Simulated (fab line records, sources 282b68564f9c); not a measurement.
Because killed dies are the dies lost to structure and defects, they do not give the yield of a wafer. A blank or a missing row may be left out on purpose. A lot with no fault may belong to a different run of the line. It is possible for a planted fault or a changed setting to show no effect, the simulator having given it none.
fab line records -- flow rit_cmos
record: lots: 14, wafers: 42, last_day: 7
route steps=202 shown NRETRO@62 PRETRO@74 PSD@157 CONTACT@176 M1@198
lots untouched by any fault: they come from a run of this same line in which no faults occurred
start_h: start of the lot's first displayed wafer, in hours after the record's first day -- wait_h: time in hours since the lot's previous step -- " repeats the value in the row above -- L1.1+2: several wafers, shown together as one row -- - either no value or no given start -- * or withheld: withheld -- < > ~ a bound
route shown NAME@n: a module of which the file shows steps, and the number in the route of the first -- usual: the fault-free wafers' mean and standard deviation -- same: alike in all rows -- chamber/n: place in a boat -- sites: readings site by site -- _std_site: the standard deviation of these -- _edge_site: mean of outer sites minus mean of inner sites -- radius_mm: how far each site lies from the wafer's centre -- mask NAME#n: copy n -- behind: the last tool/chamber to shape the wafer -- hold: reason for holding the lot/hours on hold/outcome of the hold -- device: which transistor (n, p or np) failed to switch -- end of line: tests run on the same wafers once the route is complete -- step lacking rows: just its recipe -- killed: count of dies lost to structure and defects at first sort (not the wafer's yield) -- map: dies across one wafer; x = killed, . = not, _ = none there
set.NAME: the setting as run; set.NAME@STEP: as run at that earlier step -- model.NAME: the simulator's own value behind a step, which no gauge read
a sample of lots followed through the steps of the route, with each step as a table and each wafer as a row
services: a tool's chamber out of use, with start hour (start_h, from the record's first day; less than 0 if before it), hours out, and reason
== steps ==
step: RIT_NRETRO_STRIP_09
recipe: chemistry: O2, time_s: 180, resist: NOVOLAK, platen_temp_c: withheld, power_w: 500, pressure_mtorr: 4000, o2_flow_sccm: 4000
usual: chamber_pressure_mTorr: 4000/3.6, drypump_motor_current_A: 5.8/0.6
lot.wafer,tool,chamber,start_h,wait_h,chamber_pressure_mTorr,drypump_motor_current_A,rf_hours_counter_h
L862.3,plasma_asher-03,1,30.36,0.1,4002,5.9,-
L862.4,plasma_asher-03,0,30.36,0.1,3995,4.9,-
L862.5,plasma_asher-03,0,30.36,0.1,3998,4.9,-
L863.2,plasma_asher-04,1,35.51,0.1,4000,6.4,42
L863.3,plasma_asher-04,0,35.51,0.1,4000,6.3,-
L863.4,plasma_asher-04,1,35.51,0.1,4001,6.4,-
L864.2,plasma_asher-01,1,40.47,0.1,3998,4.9,24
L864.3,plasma_asher-01,1,40.47,0.1,3999,4.9,-
L864.4,plasma_asher-01,0,40.47,0.1,3997,5.8,-
L865.1,plasma_asher-03,1,45.34,0.1,4005,5.9,37
L865.2,plasma_asher-03,0,45.34,0.1,4004,4.9,37
L865.5,plasma_asher-03,0,45.34,0.1,4004,4.9,-
L872.2,plasma_asher-01,0,79.14,0.1,-,-,-
L872.4,plasma_asher-01,0,79.14,0.1,-,-,-
L872.5,plasma_asher-01,1,79.14,0.1,-,-,-
L873.1,plasma_asher-04,1,84.30,0.1,-,-,-
L873.3,plasma_asher-04,1,84.30,0.1,-,-,-
L873.4,plasma_asher-04,0,84.30,0.1,-,-,-
L874.1,plasma_asher-01,1,89.62,0.1,4002,4.9,30
L874.3,plasma_asher-01,1,89.62,0.1,4005,4.9,-
L874.6,plasma_asher-01,0,89.62,0.1,3996,5.8,-
L875.3,plasma_asher-04,0,94.35,0.1,3996,6.3,-
L875.4,plasma_asher-04,1,94.35,0.1,4003,6.3,-
L875.5,plasma_asher-04,1,94.35,0.1,4005,6.3,-
L876.1,plasma_asher-01,0,99.37,0.1,4003,5.7,30
L876.2,plasma_asher-01,1,99.37,0.1,3998,4.9,30
L876.3,plasma_asher-01,0,99.37,0.1,3998,5.8,-
L877.1,plasma_asher-01,0,106.81,0.1,4000,5.7,31
L877.3,plasma_asher-01,1,106.81,0.1,4003,4.9,-
L877.4,plasma_asher-01,0,106.81,0.1,3999,5.7,-
L879.1,plasma_asher-04,0,115.25,0.1,3995,6.3,51
L879.2,plasma_asher-04,1,115.25,0.1,4001,6.3,51
L879.5,plasma_asher-04,0,115.25,0.1,4001,6.3,-
L880.1,plasma_asher-04,1,119.53,0.1,4000,6.3,51
L880.4,plasma_asher-04,0,119.53,0.1,3997,6.3,-
L880.6,plasma_asher-04,0,119.53,0.1,3997,6.3,-
L882.4,plasma_asher-03,1,131.94,0.1,3997,5.9,-
L882.5,plasma_asher-03,1,131.94,0.1,4005,5.9,-
L882.6,plasma_asher-03,0,131.94,0.1,4000,4.9,-
L883.3,plasma_asher-01,0,135.56,0.1,4006,5.8,-
L883.5,plasma_asher-01,0,135.56,0.1,3998,5.8,-
L883.6,plasma_asher-01,1,135.56,0.1,4007,4.9,-
step: RIT_PRETRO_TW_MEAS_10
usual: PRETRO_TW: 476.1/2.7
lot.wafer,tool,chamber,start_h,wait_h,PRETRO_TW
L862.3,film_metro-02,-,32.23,0.1,477.1
L862.4,film_metro-02,-,32.23,0.1,478.7
L862.5,film_metro-02,-,32.23,0.1,476.6
L863.2,film_metro-01,-,37.30,0.1,471.1
L863.3,film_metro-01,-,37.30,0.1,472.1
L863.4,film_metro-01,-,37.30,0.1,472.2
L864.2,film_metro-02,-,42.33,0.1,477.9
L864.3,film_metro-02,-,42.33,0.1,479.6
L864.4,film_metro-02,-,42.33,0.1,476.6
L865.1,film_metro-02,-,47.15,0.1,475.2
L865.2,film_metro-02,-,47.15,0.1,478.8
L865.5,film_metro-02,-,47.15,0.1,477.8
L872.2,film_metro-01,-,80.87,0.1,29.9
L872.4,film_metro-01,-,80.87,0.1,30.0
L872.5,film_metro-01,-,80.87,0.1,29.9
L873.1,film_metro-01,-,86.15,0.1,29.8
L873.3,film_metro-01,-,86.15,0.1,29.8
L873.4,film_metro-01,-,86.15,0.1,29.8
L874.1,film_metro-04,-,91.35,0.1,475.8
L874.3,film_metro-04,-,91.35,0.1,477.3
L874.6,film_metro-04,-,91.35,0.1,479.1
L875.3,film_metro-04,-,96.17,0.1,478.1
L875.4,film_metro-04,-,96.17,0.1,476.9
L875.5,film_metro-04,-,96.17,0.1,478.7
L876.1,film_metro-04,-,101.27,0.1,478.1
L876.2,film_metro-04,-,101.27,0.1,477.3
L876.3,film_metro-04,-,101.27,0.1,480.9
L877.1,film_metro-01,-,108.53,0.1,475.1
L877.3,film_metro-01,-,108.53,0.1,476.6
L877.4,film_metro-01,-,108.53,0.1,474.0
L879.1,film_metro-04,-,117.00,0.1,481.0
L879.2,film_metro-04,-,117.00,0.1,479.3
L879.5,film_metro-04,-,117.00,0.1,478.1
L880.1,film_metro-01,-,121.37,0.1,473.6
L880.4,film_metro-01,-,121.37,0.1,473.1
L880.6,film_metro-01,-,121.37,0.1,473.6
L882.4,film_metro-02,-,133.64,0.1,475.8
L882.5,film_metro-02,-,133.64,0.1,474.7
L882.6,film_metro-02,-,133.64,0.1,474.8
L883.3,film_metro-02,-,137.45,0.1,475.2
L883.5,film_metro-02,-,137.45,0.1,476.2
L883.6,film_metro-02,-,137.45,0.1,477.1
step: RIT_SDANNEAL_RS_MEAS_04
recipe: thk_meas_gauge: four-point-probe
usual: PSD_RS: 115.89/0.26
lot.wafer,tool,chamber,start_h,wait_h,PSD_RS[ohm/sq]
L862.3,film_metro-01,-,49.86,0.1,115.95
L862.4,film_metro-01,-,49.86,0.1,115.59
L862.5,film_metro-01,-,49.86,0.1,115.78
L863.2,film_metro-01,-,55.19,0.1,115.60
L863.3,film_metro-01,-,55.19,0.1,115.81
L863.4,film_metro-01,-,55.19,0.1,115.77
L864.2,film_metro-01,-,59.89,0.1,115.89
L864.3,film_metro-01,-,59.89,0.1,116.02
L864.4,film_metro-01,-,59.89,0.1,116.63
L865.1,film_metro-03,-,64.59,0.0,115.64
L865.2,film_metro-03,-,64.59,0.0,115.87
L865.5,film_metro-03,-,64.59,0.0,116.01
L874.1,film_metro-01,-,111.51,0.0,116.10
L874.3,film_metro-01,-,111.51,0.0,115.90
L874.6,film_metro-01,-,111.51,0.0,116.19
L875.3,film_metro-03,-,118.65,0.1,115.61
L875.4,film_metro-03,-,118.65,0.1,115.59
L875.5,film_metro-03,-,118.65,0.1,115.82
L876.1,film_metro-03,-,121.49,0.0,116.52
L876.2,film_metro-03,-,121.49,0.0,116.36
L876.3,film_metro-03,-,121.49,0.0,116.20
L877.1,film_metro-03,-,128.61,0.0,115.85
L877.3,film_metro-03,-,128.61,0.0,116.19
L877.4,film_metro-03,-,128.61,0.0,115.89
L879.1,film_metro-03,-,134.37,0.0,116.34
L879.2,film_metro-03,-,134.37,0.0,116.16
L879.5,film_metro-03,-,134.37,0.0,115.95
L880.1,film_metro-01,-,139.08,0.0,116.22
L880.4,film_metro-01,-,139.08,0.0,116.16
L880.6,film_metro-01,-,139.08,0.0,115.70
L882.4,film_metro-03,-,154.02,0.1,115.73
L882.5,film_metro-03,-,154.02,0.1,115.61
L882.6,film_metro-03,-,154.02,0.1,115.94
L883.3,film_metro-01,-,159.34,0.1,115.72
L883.5,film_metro-01,-,159.34,0.1,115.63
L883.6,film_metro-01,-,159.34,0.1,115.49
step: RIT_CONTACT_CD_MEAS_08
recipe: target_cd_nm: 1000
usual: cd_nm: 999.3/2.3
lot.wafer,tool,chamber,start_h,wait_h,cd_nm
L862.3,cd_sem-02,-,51.93,-,998.2
L862.4,cd_sem-02,-,51.93,-,1000.2
L862.5,cd_sem-02,-,51.93,-,997.5
L863.2,cd_sem-01,-,57.27,-,998.5
L863.3,cd_sem-01,-,57.27,-,998.9
L863.4,cd_sem-01,-,57.27,-,998.4
L864.2,cd_sem-01,-,61.96,-,1002.6
L864.3,cd_sem-01,-,61.96,-,1000.7
L864.4,cd_sem-01,-,61.96,-,1000.9
L865.1,cd_sem-02,-,66.71,-,996.2
L865.2,cd_sem-02,-,66.71,-,997.2
L865.5,cd_sem-02,-,66.71,-,997.5
L874.1,cd_sem-01,-,113.71,-,995.1
L874.3,cd_sem-01,-,113.71,-,997.1
L874.6,cd_sem-01,-,113.71,-,996.0
L875.3,cd_sem-01,-,120.77,-,998.1
L875.4,cd_sem-01,-,120.77,-,999.5
L875.5,cd_sem-01,-,120.77,-,998.5
L876.1,cd_sem-02,-,123.57,-,999.4
L876.2,cd_sem-02,-,123.57,-,1001.0
L876.3,cd_sem-02,-,123.57,-,999.7
L877.1,cd_sem-01,-,130.81,-,994.5
L877.3,cd_sem-01,-,130.81,-,997.3
L877.4,cd_sem-01,-,130.81,-,996.4
L879.1,cd_sem-02,-,136.57,-,1000.5
L879.2,cd_sem-02,-,136.57,-,1001.2
L879.5,cd_sem-02,-,136.57,-,998.4
L880.1,cd_sem-02,-,141.15,-,1000.5
L880.4,cd_sem-02,-,141.15,-,1000.4
L880.6,cd_sem-02,-,141.15,-,997.6
L882.4,cd_sem-02,-,156.22,-,995.8
L882.5,cd_sem-02,-,156.22,-,996.2
L882.6,cd_sem-02,-,156.22,-,996.8
L883.3,cd_sem-02,-,161.42,-,997.0
L883.5,cd_sem-02,-,161.42,-,996.1
L883.6,cd_sem-02,-,161.42,-,1001.1
step: RIT_M1_STRIP_14
recipe: chemistry: O2, time_s: 180, platen_temp_c: withheld, power_w: 500, pressure_mtorr: 4000, o2_flow_sccm: 4000
usual: chamber_pressure_mTorr: 4000/4, drypump_motor_current_A: 5.7/0.6
lot.wafer,tool,chamber,start_h,wait_h,chamber_pressure_mTorr,drypump_motor_current_A,rf_hours_counter_h
L862.3,plasma_asher-04,1,55.22,0.1,3999,6.3,-
L862.4,plasma_asher-04,0,55.22,0.1,4001,6.3,-
L862.5,plasma_asher-04,1,55.22,0.1,4004,6.3,-
L863.2,plasma_asher-03,1,60.61,0.0,4002,5.9,39
L863.3,plasma_asher-03,1,60.61,0.0,3996,5.9,-
L863.4,plasma_asher-03,0,60.61,0.0,4001,4.9,-
L864.2,plasma_asher-03,1,65.35,0.0,3998,5.9,40
L864.3,plasma_asher-03,0,65.35,0.0,4000,4.9,-
L864.4,plasma_asher-03,1,65.35,0.0,4006,5.9,-
L865.1,plasma_asher-03,1,70.35,0.0,4009,5.9,40
L865.2,plasma_asher-03,0,70.35,0.0,4000,4.9,40
L865.5,plasma_asher-03,1,70.35,0.0,4000,5.9,-
L874.1,plasma_asher-04,0,116.97,0.0,3996,6.3,51
L874.3,plasma_asher-04,1,116.97,0.0,4001,6.3,-
L874.6,plasma_asher-04,1,116.97,0.0,3997,6.3,-
L875.3,plasma_asher-03,0,124.19,0.1,3999,4.9,-
L875.4,plasma_asher-03,1,124.19,0.1,3999,5.9,-
L875.5,plasma_asher-03,0,124.19,0.1,4006,4.9,-
L876.1,plasma_asher-01,0,127.07,0.0,4006,5.7,33
L876.2,plasma_asher-01,1,127.07,0.0,3997,4.9,33
L876.3,plasma_asher-01,1,127.07,0.0,3991,4.9,-
L877.1,plasma_asher-03,1,134.46,0.0,3997,5.9,47
L877.3,plasma_asher-03,0,134.46,0.0,4010,4.9,-
L877.4,plasma_asher-03,1,134.46,0.0,3996,5.9,-
L879.1,plasma_asher-03,0,139.82,0.0,4002,4.9,48
L879.2,plasma_asher-03,1,139.82,0.0,4000,5.9,48
L879.5,plasma_asher-03,0,139.82,0.0,3992,4.9,-
L880.1,plasma_asher-01,1,144.54,0.0,3997,4.9,35
L880.4,plasma_asher-01,1,144.54,0.0,4004,4.9,-
L880.6,plasma_asher-01,1,144.54,0.0,4002,4.9,-
L882.4,plasma_asher-04,0,159.57,0.1,4001,6.3,-
L882.5,plasma_asher-04,0,159.57,0.1,3994,6.3,-
L882.6,plasma_asher-04,1,159.57,0.1,4004,6.3,-
L883.3,plasma_asher-04,0,164.75,0.1,3995,6.3,-
L883.5,plasma_asher-04,0,164.75,0.1,4003,6.3,-
L883.6,plasma_asher-04,1,164.75,0.1,3995,6.3,-
== services ==
tool,chamber,start_h,hours,kind
plasma_asher-01,-,14.71,0.3,repair
plasma_asher-04,-,21.50,2.6,repair
plasma_asher-01,-,98.37,0.4,repair
plasma_asher-01,-,103.03,2.8,pm
plasma_asher-04,-,125.04,2.2,repair
== key ==
first_sign: step: RIT_NRETRO_STRIP_09, reading: tool_record, direction: missing
effect: step: RIT_PRETRO_TW_MEAS_10, reading: PRETRO_TW, direction: down, sigmas: 99+, usual: 476.1, struck: 29.9
met_at RIT_NRETRO_STRIP_09
struck_lots L872,L873
later_rows_left_out L872.2,L872.4,L872.5,L873.1,L873.3,L873.4
sort_left_out L872.2,L872.4,L872.5,L873.1,L873.3,L873.4
tester_left_out L872,L873
not_acting_at RIT_SDANNEAL_RS_MEAS_04,RIT_CONTACT_CD_MEAS_08,RIT_M1_STRIP_14
onset_between 40.47 79.14
fault: kind: skipped_step_whole, tool: plasma_asher-01,plasma_asher-04, chamber: -, onset_h: 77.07, steps: RIT_NRETRO_STRIP_09, scope: struck_lots_only
tester_left_out: of these lots the tester's yield and bins aren't shown, on N5 and GAA mostly nor the transistor test; their killed dies are dies lost to structure and defects alone, not to doping, threshold or leakage, so they don't give the yield
sort_left_out: the simulated sort isn't trusted on such a fault, so these wafers' sort isn't shown, and their yield isn't known
later_rows_left_out: the simulator's readings of these wafers behind a module that went badly wrong aren't trusted and aren't shown, but for the sort
